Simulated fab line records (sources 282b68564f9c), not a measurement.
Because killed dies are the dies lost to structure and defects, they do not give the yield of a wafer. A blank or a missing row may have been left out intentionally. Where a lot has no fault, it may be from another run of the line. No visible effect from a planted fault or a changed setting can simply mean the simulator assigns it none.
A lot that was struck, set against a sound lot | flow rit-cmos | 20 steps out of a route of 202
Sound: the wafers L475.2, L475.5, L475.6. Wafers struck: L465.2, L465.4, L465.6. The cause is named last.
For every step that has rows: the tool of each side, followed by ch and its chambers, followed by its first start. Under that, the readings that differ: sound wafers | struck wafers | difference of the means | sigmas: that difference in standard deviations of wafers without a fault.
alike: readings whose means differ by less than 2 such deviations, and words and numbers that are the same on both sides. not compared: withheld readings, readings that some wafer has no value for, bounds like >300 that may hide the same value, and numbers for which the record gives no deviation and whose values overlap.
The two part at a step that has a row with sigmas, a row that says differs or no value, or rows on one side only. Numbers that don't overlap but have no deviation are shown without sigmas and don't part them. A reading missing from all wafers of one side parts the sides only when that side holds two or more wafers.

RIT_SDANNEAL_RS_MEAS_06: measurement is done with a four-point probe.
  sound on film-metro-04, day 7 20:50; struck on film-metro-04, day 5 06:38
  alike: PLDD_RS
RIT_SDANNEAL_RS_MEAS_07: measurement is done with a four-point probe.
  sound on film-metro-04, day 7 20:58; struck on film-metro-04, day 5 06:46
  reading          | sound             | struck            | difference | sigmas
  NLDD_RS (ohm/sq) | 151.7 151.9 151.3 | 150.3 150.8 150.1 | -1.2       | -3
then, 1 step without rows for these wafers: RIT_SILICIDE_WET_ETCH_00 (etches SiO2 in BOE, target depth 14 nm, time 15 s).
RIT_SILICIDE_SPUTTER_01: material Ti, target thk 30 nm, time 246.8 s.
  sound on pvd-sputter-04, day 7 21:04; struck on pvd-sputter-03, day 5 06:52
  alike: throttle-valve-pct
RIT_SILICIDE_RS_MEAS_02: measurement is done with a four-point probe.
  sound on film-metro-02, day 7 21:14; struck on film-metro-02, day 5 07:02
  alike: SILICIDE_TI_RS
RIT_SILICIDE_THK_MEAS_03: measures by xrf.
  sound on film-metro-02, day 7 21:21; struck on film-metro-02, day 5 07:09
  alike: SILICIDE_TI_THK
RIT_SILICIDE_RTA_04: time 10 s, ramp up 5 s, ramp down 5 s.
  sound on rtp-anneal-02 ch 0, day 7 21:25; struck on rtp-anneal-02 ch 0, day 5 07:13
  alike: wafer_temp_C_max
then, 1 step without rows for these wafers: RIT_SILICIDE_WET_ETCH_05 (etches Ti in SPM, time 120 s).
RIT_SILICIDE_RTA_06: time 10 s, ramp up 5 s, ramp down 10 s.
  sound on rtp-anneal-01 ch 0, day 7 21:31; struck on rtp-anneal-01 ch 0, day 5 07:19
  alike: wafer_temp_C_max
RIT_CONTACT_CVD_00: deposits SiO2 from TEOS, target thk 400 nm, time 61 s.
  sound on pecvd-04 ch 0,1,2, day 7 21:35; struck on pecvd-03 ch 1,2, day 5 07:22
  alike: heater-power-w, susceptor-temp-C
RIT_CONTACT_THK_MEAS_01:
  sound on film-metro-01, day 7 21:38; struck on film-metro-01, day 5 07:28
  alike: CONTACT_TEOS_THK
then, 1 step without rows for these wafers: RIT_CONTACT_HMDS_02 (prime time 60 s).
RIT_CONTACT_COAT_03: resist thk 1000 nm.
  sound on litho-track-03 ch 0, day 7 21:52; struck on litho-track-02, day 5 07:41
  no value came back on the struck wafers for chill-plate-temp-C (C), dispense-pressure-kPa (kPa); on the sound wafers chill-plate-temp-C (C) reads 22.84 22.84 23.03
then, 4 steps without rows for these wafers: RIT_CONTACT_SOFTBAKE_04 (time 60 s); RIT_CONTACT_EXPOSE_05 (exposes mask M11, target cd 1000 nm); RIT_CONTACT_PEB_06; RIT_CONTACT_DEVELOP_07 (develop time 120 s).
RIT_CONTACT_CD_MEAS_08: target cd 1000 nm.
  sound on cd-sem-01, day 7 22:48; struck on cd-sem-01, day 5 10:58
  reading    | sound              | struck | difference                    | sigmas
  cd-nm (nm) | 997.5 1000.1 998.3 | - - -  | no value on the struck wafers |
RIT_CONTACT_OVL_MEAS_09:
  sound on overlay-01, day 7 22:55; struck on overlay-01, day 5 11:04
  reading          | sound       | struck | difference                    | sigmas
  CONTACT_OVL (nm) | 0.6 2.5 1.6 | - - -  | no value on the struck wafers |
RIT_M1_PROBE_99:
  sound on prober-01, day 8 04:01; struck on prober-01, day 5 16:16
  reading            | sound | struck      | difference | sigmas
  killed-at-contacts | 0 0 0 | 251 256 257 | +255       | +99 or more
  killed-dies        | 7 6 4 | 264 264 264 | +258       | +92
  killed-on-rim      | 3 2 1 | 70 70 70    | +68        | +49
  alike: killed-at-front-end, killed-open, killed-short

WHERE THEY PART
First at RIT_SDANNEAL_RS_MEAS_07; last, within this record, at RIT_M1_PROBE_99.

WHY: whatever the simulator had introduced
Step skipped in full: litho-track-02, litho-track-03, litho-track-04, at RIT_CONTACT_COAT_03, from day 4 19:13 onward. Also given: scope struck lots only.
